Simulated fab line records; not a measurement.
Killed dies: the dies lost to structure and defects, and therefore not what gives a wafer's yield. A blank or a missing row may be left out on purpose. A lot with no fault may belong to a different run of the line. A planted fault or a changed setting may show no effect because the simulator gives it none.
The tool behind it: which one? || flow ritCmos || 14 lots with 42 wafers sampled at 2 steps, on a route of 202 steps

== WHAT THE GAUGES READ, wafer by wafer ==
RIT_M1_CD_MEAS_90 targets a cd of 2600 nm.
{"lot": "L970", "measured": "day 3 13:03", "on": "cdSem-01", "cdNm (nm)": "2599 2597 2602"}
{"lot": "L971", "measured": "day 3 18:39", "on": "cdSem-01", "cdNm (nm)": "2604 2603 2603"}
{"lot": "L973", "measured": "day 4 04:23", "on": "cdSem-01", "cdNm (nm)": "2596 2596 2595"}
{"lot": "L972", "measured": "day 4 04:38", "on": "cdSem-02", "cdNm (nm)": "2601 2597 2599"}
{"lot": "L976", "measured": "day 4 16:40", "on": "cdSem-02", "cdNm (nm)": "2598 2601 2599"}
{"lot": "L975", "measured": "day 4 18:37", "on": "cdSem-01", "cdNm (nm)": "2600 2602 2598"}
{"lot": "L978", "measured": "day 5 00:59", "on": "cdSem-02", "cdNm (nm)": "2602 2603 2605"}
{"lot": "L979", "measured": "day 5 04:21", "on": "cdSem-01", "cdNm (nm)": "2602 2604 2601"}
{"lot": "L981", "measured": "day 5 20:37", "on": "cdSem-02", "cdNm (nm)": "2601 2602 2601"}
{"lot": "L983", "measured": "day 6 01:49", "on": "cdSem-02", "cdNm (nm)": "2608 2604 2604"}
{"lot": "L987", "measured": "day 7 00:13", "on": "cdSem-01", "cdNm (nm)": "- - -"}
{"lot": "L988", "measured": "day 7 03:37", "on": "cdSem-02", "cdNm (nm)": "- - -"}
{"lot": "L992", "measured": "day 8 02:55", "on": "cdSem-02", "cdNm (nm)": "2605 2602 2605"}
{"lot": "L993", "measured": "day 8 04:25", "on": "cdSem-02", "cdNm (nm)": "2602 2599 2602"}

== WHICH TOOL RAN EACH LOT (tool, then ch and the chambers of the sampled wafers, then the start) ==
{"lot": "L970", "RIT_M1_METAL_ETCH_12": "rieMetal-04 ch 0,1, day 3 12:32"}
{"lot": "L971", "RIT_M1_METAL_ETCH_12": "rieMetal-02 ch 0,1, day 3 18:08"}
{"lot": "L973", "RIT_M1_METAL_ETCH_12": "rieMetal-03 ch 0,1, day 4 03:52"}
{"lot": "L972", "RIT_M1_METAL_ETCH_12": "rieMetal-04 ch 0,1, day 4 04:04"}
{"lot": "L976", "RIT_M1_METAL_ETCH_12": "rieMetal-03 ch 0,1, day 4 16:04"}
{"lot": "L975", "RIT_M1_METAL_ETCH_12": "rieMetal-04 ch 0,1, day 4 17:55"}
{"lot": "L978", "RIT_M1_METAL_ETCH_12": "rieMetal-03 ch 0, day 5 00:27"}
{"lot": "L979", "RIT_M1_METAL_ETCH_12": "rieMetal-04 ch 0,1, day 5 03:50"}
{"lot": "L981", "RIT_M1_METAL_ETCH_12": "rieMetal-03 ch 0,1, day 5 19:55"}
{"lot": "L983", "RIT_M1_METAL_ETCH_12": "rieMetal-02 ch 0,1, day 6 01:17"}
{"lot": "L987", "RIT_M1_METAL_ETCH_12": "rieMetal-04 ch 0,1, day 6 23:41"}
{"lot": "L988", "RIT_M1_METAL_ETCH_12": "rieMetal-02 ch 0,1, day 7 02:55"}
{"lot": "L992", "RIT_M1_METAL_ETCH_12": "rieMetal-04 ch 0, day 8 02:22"}
{"lot": "L993", "RIT_M1_METAL_ETCH_12": "rieMetal-03 ch 0,1, day 8 03:44"}
- RIT_M1_METAL_ETCH_12: etches Al in Cl2/BCl3, stops on SiO2, time 165 s, target depth 600 nm.

== WHAT THE TOOLS THEMSELVES READ (means of the sampled wafers that have a number; where no wafer has one, the mark that the record gives instead) ==
RIT_M1_METAL_ETCH_12.
{"lot": "L970", "tool": "rieMetal-04", "bcl3FlowSccm (sccm)": 50.05, "chamberPressureMTorr (mTorr)": 99.97, "drypumpMotorCurrentA (A)": 5.89, "oesProductAu (a.u.)": 0.787, "throttleValvePct (%)": 8.20}
{"lot": "L971", "tool": "rieMetal-02", "bcl3FlowSccm (sccm)": 49.93, "chamberPressureMTorr (mTorr)": 100.05, "drypumpMotorCurrentA (A)": 6.07, "oesProductAu (a.u.)": 0.777, "throttleValvePct (%)": 8.17}
{"lot": "L973", "tool": "rieMetal-03", "bcl3FlowSccm (sccm)": 49.98, "chamberPressureMTorr (mTorr)": 99.99, "drypumpMotorCurrentA (A)": 5.60, "oesProductAu (a.u.)": 0.798, "throttleValvePct (%)": 8.10}
{"lot": "L972", "tool": "rieMetal-04", "bcl3FlowSccm (sccm)": 49.98, "chamberPressureMTorr (mTorr)": 100.03, "drypumpMotorCurrentA (A)": 5.91, "oesProductAu (a.u.)": 0.781, "throttleValvePct (%)": 8.21}
{"lot": "L976", "tool": "rieMetal-03", "bcl3FlowSccm (sccm)": 50.13, "chamberPressureMTorr (mTorr)": 100.03, "drypumpMotorCurrentA (A)": 5.60, "oesProductAu (a.u.)": 0.792, "throttleValvePct (%)": 8.09}
{"lot": "L975", "tool": "rieMetal-04", "bcl3FlowSccm (sccm)": 49.91, "chamberPressureMTorr (mTorr)": 99.92, "drypumpMotorCurrentA (A)": 5.90, "oesProductAu (a.u.)": 0.773, "throttleValvePct (%)": 8.20}
{"lot": "L978", "tool": "rieMetal-03", "bcl3FlowSccm (sccm)": 50.09, "chamberPressureMTorr (mTorr)": 99.98, "drypumpMotorCurrentA (A)": 5.68, "oesProductAu (a.u.)": 0.791, "throttleValvePct (%)": 8.24}
{"lot": "L979", "tool": "rieMetal-04", "bcl3FlowSccm (sccm)": 49.94, "chamberPressureMTorr (mTorr)": 100.07, "drypumpMotorCurrentA (A)": 5.91, "oesProductAu (a.u.)": 0.786, "throttleValvePct (%)": 8.21}
{"lot": "L981", "tool": "rieMetal-03", "bcl3FlowSccm (sccm)": 50.09, "chamberPressureMTorr (mTorr)": 100.09, "drypumpMotorCurrentA (A)": 5.65, "oesProductAu (a.u.)": 0.788, "throttleValvePct (%)": 8.16}
{"lot": "L983", "tool": "rieMetal-02", "bcl3FlowSccm (sccm)": 49.94, "chamberPressureMTorr (mTorr)": 100.08, "drypumpMotorCurrentA (A)": 5.81, "oesProductAu (a.u.)": 0.777, "throttleValvePct (%)": 8.15}
{"lot": "L987", "tool": "rieMetal-04", "bcl3FlowSccm (sccm)": "-", "chamberPressureMTorr (mTorr)": "-", "drypumpMotorCurrentA (A)": "-", "oesProductAu (a.u.)": "-", "throttleValvePct (%)": "-"}
{"lot": "L988", "tool": "rieMetal-02", "bcl3FlowSccm (sccm)": "-", "chamberPressureMTorr (mTorr)": "-", "drypumpMotorCurrentA (A)": "-", "oesProductAu (a.u.)": "-", "throttleValvePct (%)": "-"}
{"lot": "L992", "tool": "rieMetal-04", "bcl3FlowSccm (sccm)": 49.94, "chamberPressureMTorr (mTorr)": 99.95, "drypumpMotorCurrentA (A)": 5.79, "oesProductAu (a.u.)": 0.780, "throttleValvePct (%)": 7.94}
{"lot": "L993", "tool": "rieMetal-03", "bcl3FlowSccm (sccm)": 49.96, "chamberPressureMTorr (mTorr)": 99.98, "drypumpMotorCurrentA (A)": 5.65, "oesProductAu (a.u.)": 0.785, "throttleValvePct (%)": 8.17}

== THE ANSWER, worked out from the rows above alone ==
Rule: the usual values come from the lots themselves. The widest of any qualifying gaps counts: lots, ordered by their means at a reading, are off when they make up no more than a third of the lots, leave a main group of 4 or more, and stand apart from it by 3 or more times the standard deviation of that group's means. Not used: any main group whose means are identical at the precision the tables above print for the reading. A lot without any number at a reading at which 4 lots or more have one is off too. All remaining lots with rows at the step are treated as sound. After the gauges, taken in route order, come the tools' own readings; for these a lot's mean is taken, as printed above. At the first step where some lot is off, the reading lying furthest off is the one used; lots without a number count as furthest.
Off at RIT_M1_CD_MEAS_90 (cdNm): L987, L988. Without a number there: L987, L988. Main group: mean 2601 nm, sd 2.6.
If a tool, at a process step before that reading, ran all the lots that are off and no sound lot after the first of them, it fits. The gauges at RIT_M1_CD_MEAS_90 aren't tried: what is off there is off at RIT_M1_METAL_ETCH_12 too, on other tools, and a gauge's error can't cause that. Not one of the candidates tried fits.

== WHAT THE SIMULATOR HAD INSERTED ==
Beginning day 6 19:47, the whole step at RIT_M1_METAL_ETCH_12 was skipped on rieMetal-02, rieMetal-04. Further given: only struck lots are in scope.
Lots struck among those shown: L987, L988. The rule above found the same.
